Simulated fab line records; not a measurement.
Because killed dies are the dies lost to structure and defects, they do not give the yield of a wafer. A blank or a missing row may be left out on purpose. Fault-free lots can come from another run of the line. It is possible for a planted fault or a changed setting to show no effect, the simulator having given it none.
fab line records	flow rit-cmos
record: lots: 7	wafers: 21	last-day: 7
route steps=202 shown SILICIDE@162 CONTACT@168
lots with no fault: from the same line, run without faults
start-h: hours from the record's first day to the start of the lot's first wafer shown	wait-h: hours from the lot's prior step to this one	" the same as in the row above	L1.1+2: several wafers, shown together as one row	- no value, or no start given	* or withheld: withheld	< > ~ a bound
route shown NAME@n: names a module that has steps shown in the file, with the first one's number in the route	usual: mean/standard deviation of fault-free wafers	same: alike in all rows	chamber/n: place in a boat	sites: the reading at each site	_std_site: the values' standard deviation	_edge_site: the outer-site mean with the inner-site mean subtracted	radius-mm: how far each site lies from the wafer's centre	mask NAME#n: copy n	behind: the last tool/chamber to shape the wafer	hold: reason for holding the lot/hours on hold/outcome of the hold	device: whichever transistor did not switch (one of n, p or np)	end of line: the route-end tests of the same wafers	a step given without rows: its recipe and nothing more	killed: dies that structure and defects cost at the first sort, which is not the same as the wafer's yield	map: a wafer's dies, marking killed ones x, the rest . and places with no die _
set.NAME: the setting as run; set.NAME@STEP: as run at that earlier step	model.NAME: the simulator's own value behind a step, which no gauge read
certain route steps with their lots: each step a table, each wafer a row
services: from which hour (start-h, from the record's first day; less than 0 if before it) a tool's chamber was out of use, for how many hours, and why
== steps ==
step: RIT_SILICIDE_SPUTTER_01
recipe: material: Ti	target-thk-nm: 30	power-w: 350	chamber-pressure-pa: 0.667	gas: Ar	time-s: 240	substrate-temp-c: 25
usual: throttle-valve-pct: 29.9/1.4
lot.wafer	tool	chamber	start-h	wait-h	throttle-valve-pct
L736.2	pvd-sputter-02	-	114.81	0.0	31.0
L736.5	"	-	"	"	31.5
L736.6	"	-	"	"	30.0
L739.2	pvd-sputter-04	-	129.62	0.0	30.1
L739.3	"	-	"	"	29.8
L739.4	"	-	"	"	31.1
L742.1	pvd-sputter-01	-	138.10	0.0	32.5
L742.2	"	-	"	"	29.5
L742.6	"	-	"	"	29.6
L740.2	pvd-sputter-04	-	138.57	0.0	30.9
L740.3	"	-	"	"	30.2
L740.5	"	-	"	"	31.0
L748.1	pvd-sputter-04	-	160.52	0.0	31.0
L748.2	"	-	"	"	30.2
L748.3	"	-	"	"	28.7
L749.2	pvd-sputter-02	-	161.68	0.0	30.2
L749.4	"	-	"	"	31.3
L749.5	"	-	"	"	30.4
L750.1	pvd-sputter-01	-	167.94	0.0	29.2
L750.2	"	-	"	"	28.5
L750.4	"	-	"	"	32.6
step: RIT_SILICIDE_RS_MEAS_02
recipe: thk-meas-gauge: four-point-probe	reads: Ti_of_SILICIDE_SPUTTER_01
usual: SILICIDE_TI_RS: 47.8/0.93
lot.wafer	tool	chamber	start-h	wait-h	SILICIDE_TI_RS[ohm/sq]
L736.2	film-metro-01	-	114.98	0.1	47.8
L736.5	"	-	"	"	47.3
L736.6	"	-	"	"	46.6
L739.2	film-metro-04	-	129.79	0.1	48.7
L739.3	"	-	"	"	49.5
L739.4	"	-	"	"	47.9
L742.1	film-metro-04	-	138.25	0.1	46.2
L742.2	"	-	"	"	47.9
L742.6	"	-	"	"	48.0
L740.2	film-metro-03	-	138.75	0.1	47.0
L740.3	"	-	"	"	47.8
L740.5	"	-	"	"	47.0
L748.1	film-metro-04	-	160.67	0.1	47.1
L748.2	"	-	"	"	47.3
L748.3	"	-	"	"	46.6
L749.2	film-metro-04	-	161.85	0.1	46.9
L749.4	"	-	"	"	47.8
L749.5	"	-	"	"	46.8
L750.1	film-metro-04	-	168.09	0.1	47.7
L750.2	"	-	"	"	47.4
L750.4	"	-	"	"	45.9
step: RIT_SILICIDE_THK_MEAS_03
recipe: thk-meas-gauge: xrf	reads: Ti_of_SILICIDE_SPUTTER_01
usual: SILICIDE_TI_THK: 30.0/0.48
lot.wafer	tool	chamber	start-h	wait-h	SILICIDE_TI_THK[nm]
L736.2	film-metro-01	-	115.09	0.1	30.0
L736.5	"	-	"	"	30.3
L736.6	"	-	"	"	30.6
L739.2	film-metro-04	-	129.90	0.1	29.6
L739.3	"	-	"	"	29.1
L739.4	"	-	"	"	29.7
L742.1	film-metro-04	-	138.37	0.1	30.6
L742.2	"	-	"	"	29.8
L742.6	"	-	"	"	29.7
L740.2	film-metro-03	-	138.86	0.1	30.5
L740.3	"	-	"	"	30.0
L740.5	"	-	"	"	30.5
L748.1	film-metro-04	-	160.79	0.1	30.3
L748.2	"	-	"	"	30.2
L748.3	"	-	"	"	30.7
L749.2	film-metro-04	-	161.96	0.1	30.6
L749.4	"	-	"	"	30.0
L749.5	"	-	"	"	30.5
L750.1	film-metro-04	-	168.21	0.1	30.0
L750.2	"	-	"	"	30.3
L750.4	"	-	"	"	30.9
step: RIT_SILICIDE_RTA_04
recipe: temp-c: 650	time-s: 10	idle-temp-c: 25	ramp-up-s: 5	ramp-down-s: 5	cool-to-c: 25	ambient: N2
usual: anneal-temp-c-max: 654.7/1.3	wafer_temp_C_max: 654.3/0.81
lot.wafer	tool	chamber	start-h	wait-h	anneal-temp-c-max	wafer_temp_C_max
L736.2	rtp-anneal-01	0	115.15	0.1	653.8	654.9
L736.5	"	0	"	"	656.0	654.4
L736.6	"	0	"	"	654.6	655.0
L739.2	rtp-anneal-01	0	129.96	0.1	655.6	654.0
L739.3	"	0	"	"	655.9	653.8
L739.4	"	0	"	"	656.6	654.2
L742.1	rtp-anneal-01	0	138.43	0.1	654.3	656.0
L742.2	"	0	"	"	655.1	654.5
L742.6	"	0	"	"	655.3	654.2
L740.2	rtp-anneal-01	0	138.92	0.1	655.3	654.6
L740.3	"	0	"	"	655.4	653.5
L740.5	"	0	"	"	655.2	654.2
L748.1	rtp-anneal-02	0	160.85	0.1	653.7	655.9
L748.2	"	0	"	"	652.9	653.7
L748.3	"	0	"	"	652.1	654.6
L749.2	rtp-anneal-01	0	162.02	0.1	654.8	652.8
L749.4	"	0	"	"	656.7	654.3
L749.5	"	0	"	"	655.0	653.2
L750.1	rtp-anneal-02	0	168.27	0.1	653.4	654.3
L750.2	"	0	"	"	652.4	652.8
L750.4	"	0	"	"	653.3	654.1
step: RIT_SILICIDE_WET_ETCH_05
recipe: chemistry: SPM	target: Ti	temp-c: 90	time-s: 120	dry: n2-spin
step: RIT_SILICIDE_RTA_06
recipe: temp-c: 750	time-s: 10	idle-temp-c: 25	ramp-up-s: 5	ramp-down-s: 10	cool-to-c: 25	ambient: N2
usual: anneal-temp-c-max: 754.7/1.4	wafer_temp_C_max: 755.0/0.94
lot.wafer	tool	chamber	start-h	wait-h	anneal-temp-c-max	wafer_temp_C_max
L736.2	rtp-anneal-01	0	115.26	0.0	755.9	755.6
L736.5	"	0	"	"	755.0	754.9
L736.6	"	0	"	"	757.5	754.6
L739.2	rtp-anneal-02	0	130.07	0.0	753.4	755.7
L739.3	"	0	"	"	753.1	755.1
L739.4	"	0	"	"	753.8	755.1
L742.1	rtp-anneal-02	0	138.54	0.0	753.2	754.9
L742.2	"	0	"	"	753.6	754.8
L742.6	"	0	"	"	753.6	754.7
L740.2	rtp-anneal-02	0	139.03	0.0	754.3	756.9
L740.3	"	0	"	"	753.3	755.1
L740.5	"	0	"	"	753.3	754.4
L748.1	rtp-anneal-01	0	160.95	0.0	755.9	753.0
L748.2	"	0	"	"	755.5	755.2
L748.3	"	0	"	"	757.3	754.6
L749.2	rtp-anneal-02	0	162.13	0.0	755.2	755.6
L749.4	"	0	"	"	753.0	754.0
L749.5	"	0	"	"	755.1	754.7
L750.1	rtp-anneal-01	0	168.38	0.0	756.7	754.3
L750.2	"	0	"	"	756.6	758.6
L750.4	"	0	"	"	755.8	756.0
step: RIT_CONTACT_CVD_00
recipe: material: SiO2	target-thk-nm: 400	precursor: TEOS	temp-c: 390	time-s: 61	rf-w: 400
usual: heater-power-w: 330/51
lot.wafer	tool	chamber	start-h	wait-h	heater-power-w
L736.2	pecvd-03	1	115.32	0.0	293
L736.5	"	0	"	"	317
L736.6	"	1	"	"	305
L739.2	pecvd-03	2	130.13	0.0	378
L739.3	"	0	"	"	303
L739.4	"	1	"	"	348
L742.1	pecvd-01	2	138.60	0.1	315
L742.2	"	0	"	"	344
L742.6	"	2	"	"	337
L740.2	pecvd-04	2	139.08	0.0	384
L740.3	"	2	"	"	407
L740.5	"	2	"	"	407
L748.1	pecvd-03	1	161.02	0.1	302
L748.2	"	2	"	"	312
L748.3	"	2	"	"	340
L749.2	pecvd-01	2	162.19	0.0	374
L749.4	"	2	"	"	288
L749.5	"	0	"	"	393
L750.1	pecvd-04	2	168.45	0.1	416
L750.2	"	1	"	"	336
L750.4	"	0	"	"	286
step: RIT_CONTACT_THK_MEAS_01
recipe: reads: SiO2_of_CONTACT_CVD_00
usual: CONTACT_TEOS_THK: 400/4.9
lot.wafer	tool	chamber	start-h	wait-h	CONTACT_TEOS_THK[nm]
L736.2	film-metro-02	-	115.38	0.0	394
L736.5	"	-	"	"	402
L736.6	"	-	"	"	399
L739.2	film-metro-04	-	130.19	0.0	396
L739.3	"	-	"	"	397
L739.4	"	-	"	"	404
L742.1	film-metro-01	-	138.65	0.0	394
L742.2	"	-	"	"	393
L742.6	"	-	"	"	405
L740.2	film-metro-02	-	139.17	0.1	397
L740.3	"	-	"	"	402
L740.5	"	-	"	"	402
L748.1	film-metro-04	-	161.10	0.1	398
L748.2	"	-	"	"	401
L748.3	"	-	"	"	404
L749.2	film-metro-01	-	162.25	0.0	393
L749.4	"	-	"	"	403
L749.5	"	-	"	"	395
L750.1	film-metro-02	-	168.50	0.0	395
L750.2	"	-	"	"	398
L750.4	"	-	"	"	399
step: RIT_CONTACT_HMDS_02
recipe: prime-time-s: 60	prime-temp-c: 140
step: RIT_CONTACT_COAT_03
recipe: resist: NOVOLAK	spin-rpm: 3250	resist-thk-nm: 1000
step: RIT_CONTACT_SOFTBAKE_04
recipe: resist: NOVOLAK	temp-c: 90	time-s: 60
step: RIT_CONTACT_EXPOSE_05
recipe: mask-id: M11	na: 0.6	source-shape: conventional	sigma-outer: 0.5	target-cd-nm: 1000	dose-mj: 250
step: RIT_CONTACT_PEB_06
recipe: resist: NOVOLAK	temp-c: withheld	time-s: withheld
usual: chill-plate-temp-C: *	exhaust-pa: 45.0/0.93
lot.wafer	tool	chamber	start-h	wait-h	chill-plate-temp-C	exhaust-pa
L736.2	litho-track-01	0	120.47	0.2	*	45.1
L736.5	"	0	"	"	*	44.9
L736.6	"	0	"	"	*	45.6
L739.2	litho-track-03	-	130.86	0.1	-	-
L739.3	"	-	"	"	-	-
L739.4	"	-	"	"	-	-
L742.1	litho-track-01	-	139.67	0.2	-	-
L742.2	"	-	"	"	-	-
L742.6	"	-	"	"	-	-
L740.2	litho-track-04	-	140.04	0.3	-	-
L740.3	"	-	"	"	-	-
L740.5	"	-	"	"	-	-
L748.1	litho-track-04	0	161.79	0.1	*	44.7
L748.2	"	0	"	"	*	46.4
L748.3	"	0	"	"	*	45.2
L749.2	litho-track-03	0	162.89	0.1	*	44.6
L749.4	"	0	"	"	*	44.8
L749.5	"	0	"	"	*	43.7
L750.1	litho-track-03	0	169.13	0.1	*	44.3
L750.2	"	0	"	"	*	44.1
L750.4	"	0	"	"	*	43.6
step: RIT_CONTACT_DEVELOP_07
recipe: resist: NOVOLAK	develop-time-s: 120	dev-temp-c: 23
== services ==
tool	chamber	start-h	hours	kind
pvd-sputter-02	-	102.47	2.1	repair
pvd-sputter-02	-	112.11	2.4	repair
pecvd-04	-	115.27	1.2	repair
pecvd-04	-	116.11	0.7	repair
pvd-sputter-01	-	130.93	2.0	repair
pvd-sputter-01	-	133.63	0.8	repair
pecvd-03	0	135.56	28.5	repair
pecvd-04	0	138.15	9.2	repair
== key ==
first-sign: step: RIT_CONTACT_PEB_06	reading: tool-record	direction: missing
effect none on later readings
met-at RIT_CONTACT_PEB_06
struck-wafers L739.2,L739.3,L739.4,L740.2,L740.3,L740.5,L742.1,L742.2,L742.6
sort-left-out L739.2,L739.3,L739.4,L740.2,L740.3,L740.5,L742.1,L742.2,L742.6
tester-left-out L739,L740,L742
onset-between 120.47 130.86
fault: kind: skipped-step-whole	tool: litho-track-01,litho-track-03,litho-track-04	chamber: -	onset-h: 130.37	steps: RIT_CONTACT_PEB_06	scope: struck-lots-only
tester-left-out: of these lots the tester's yield and bins aren't shown, on N5 and GAA mostly nor the transistor test; their killed dies are dies lost to structure and defects alone, not to doping, threshold or leakage, so they don't give the yield
sort-left-out: the simulated sort isn't trusted on such a fault, so these wafers' sort isn't shown, and their yield isn't known
